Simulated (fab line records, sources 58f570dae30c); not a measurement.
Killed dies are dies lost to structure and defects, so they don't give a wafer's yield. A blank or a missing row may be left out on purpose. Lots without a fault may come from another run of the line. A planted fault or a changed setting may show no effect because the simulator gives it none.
Which tool did it? | flow berkeley_cmos170 | 14 lots, 42 wafers sampled, at 4 steps of a route of 331

WHAT THE GAUGES READ, wafer by wafer
UCB170_NWELL_OVL_MEAS_12. Usual: NWELL_OVL -1 nm, standard deviation 5.4.
lot  | measured    | on         | NWELL_OVL (nm)          | flag
L273 | day 2 00:22 | overlay-02 | -4 1 -11                |
L274 | day 2 07:10 | overlay-02 | 3 -3 1                  |
L275 | day 2 10:11 | overlay-02 | -4 -2 3                 |
L280 | day 3 21:13 | overlay-01 | 673 687 684 683 684 681 | OFF
L281 | day 4 01:22 | overlay-02 | 682 685 682 692 681 680 | OFF
L283 | day 4 05:28 | overlay-01 | 1 -3 -7                 |
L282 | day 4 05:50 | overlay-02 | 668 668 678 678 678 675 | OFF
L284 | day 4 10:46 | overlay-01 | 689 688 674 686 685 684 | OFF
L287 | day 5 04:44 | overlay-02 | -1 -1 -2                |
L289 | day 5 16:27 | overlay-01 | -7 -1 -10               |
L291 | day 6 03:18 | overlay-02 | 9 2 3                   |
L292 | day 6 06:23 | overlay-01 | -1 0 0                  |
L293 | day 6 08:06 | overlay-02 | 1 1 0                   |
L294 | day 6 11:23 | overlay-02 | 0 -4 -4                 |

UCB170_PWELL_TW_MEAS_17. Usual: PWELL_TW 379, standard deviation 3.2.
lot  | measured    | on            | PWELL_TW    | flag
L273 | day 2 13:52 | film_metro-04 | 379 378 378 |
L274 | day 2 22:01 | film_metro-04 | 377 380 378 |
L275 | day 3 02:04 | film_metro-03 | 383 385 384 |
L283 | day 4 20:02 | film_metro-03 | 381 380 379 |
L287 | day 6 01:47 | film_metro-02 | 381 381 382 |
L289 | day 6 08:25 | film_metro-04 | 374 375 375 |
L291 | day 6 16:08 | film_metro-04 | 374 374 376 |
L292 | day 6 22:07 | film_metro-04 | 377 375 378 |
L293 | day 7 02:53 | film_metro-04 | 376 375 377 |
L294 | day 7 08:10 | film_metro-02 | 381 382 379 |

UCB170_FIELD_THK_MEAS_02. Usual: FIELD_OXIDE_THK 557 nm, standard deviation 10.
lot  | measured    | on            | FIELD_OXIDE_THK (nm) | flag
L273 | day 3 21:48 | film_metro-04 | 556 560 550          |
L274 | day 4 10:11 | film_metro-03 | 561 563 566          |
L275 | day 4 10:11 | film_metro-04 | 553 556 549          |
L283 | day 6 08:10 | film_metro-02 | 561 569 573          |
L287 | day 7 08:05 | film_metro-03 | 557 553 561          |
L289 | day 8 03:44 | film_metro-02 | 565 564 555          |
L291 | day 8 11:16 | film_metro-02 | 572 565 569          |
L292 | day 8 17:39 | film_metro-02 | 562 557 563          |
L293 | day 8 17:39 | film_metro-03 | 549 549 557          |
L294 | day 8 23:08 | film_metro-04 | 554 551 556          |

WHICH TOOL RAN EACH LOT (tool, then ch and the chambers of the sampled wafers, then the start)
lot  | UCB170_NWELL_EXPOSE_09
L273 | krf_scanner-02 ch 0, day 1 23:58
L274 | krf_scanner-02 ch 0, day 2 06:31
L275 | krf_scanner-02 ch 0, day 2 09:47
L280 | krf_scanner-02 ch 0, day 3 20:47
L281 | krf_scanner-02 ch 0, day 4 00:44
L283 | krf_scanner-01 ch 0, day 4 04:52
L282 | krf_scanner-02 ch 0, day 4 05:20
L284 | krf_scanner-02 ch 0, day 4 09:56
L287 | krf_scanner-01 ch 0, day 5 04:05
L289 | krf_scanner-01 ch 0, day 5 16:04
L291 | krf_scanner-01 ch 0, day 6 02:16
L292 | krf_scanner-01 ch 0, day 6 05:31
L293 | krf_scanner-01 ch 0, day 6 07:41
L294 | krf_scanner-01 ch 0, day 6 11:00
- UCB170_NWELL_EXPOSE_09: exposes mask NWELL, target cd 3000 nm.

WHAT THE TOOLS THEMSELVES READ (means of the sampled wafers that have a number; where no wafer has one, the mark that the record gives instead)
The record holds no such reading with a usual standard deviation.

THE ANSWER, worked out from the rows above alone
Rule: a lot is off if the mean of its wafers that have a number lies more than 3 standard deviations from the usual mean. A lot without any number at a reading at which 4 lots or more have one is off too. The other lots that the step has rows for count as sound. The gauges are gone through in route order, then the tools' own readings, and for those a lot's mean is taken as printed above. The first step at which some lot is off is used, and at that step the reading that is off furthest; a lot without a number counts as furthest.
Off: L280, L281, L282, L284, at UCB170_NWELL_OVL_MEAS_12 (NWELL_OVL).
A tool fits if, at a process step before that reading, it ran every lot that is off, and no sound lot after the first of them. The gauges at UCB170_NWELL_OVL_MEAS_12 are tried like those tools. One fits: krf_scanner-02 at UCB170_NWELL_EXPOSE_09. Its last sound lot is L275 (day 2 09:47), its first lot that is off L280 (day 3 20:47): a fault that began between those two fits.

WHAT THE SIMULATOR HAD PUT IN
Scanner matching overlay: krf_scanner-02, from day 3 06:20 on, at UCB170_NWELL_EXPOSE_09. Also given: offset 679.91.
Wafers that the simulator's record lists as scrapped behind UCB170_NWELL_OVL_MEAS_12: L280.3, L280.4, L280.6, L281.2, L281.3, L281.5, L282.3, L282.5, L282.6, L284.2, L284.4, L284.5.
Lots struck among those shown: L280, L281, L282, L284. The rule above found the same.
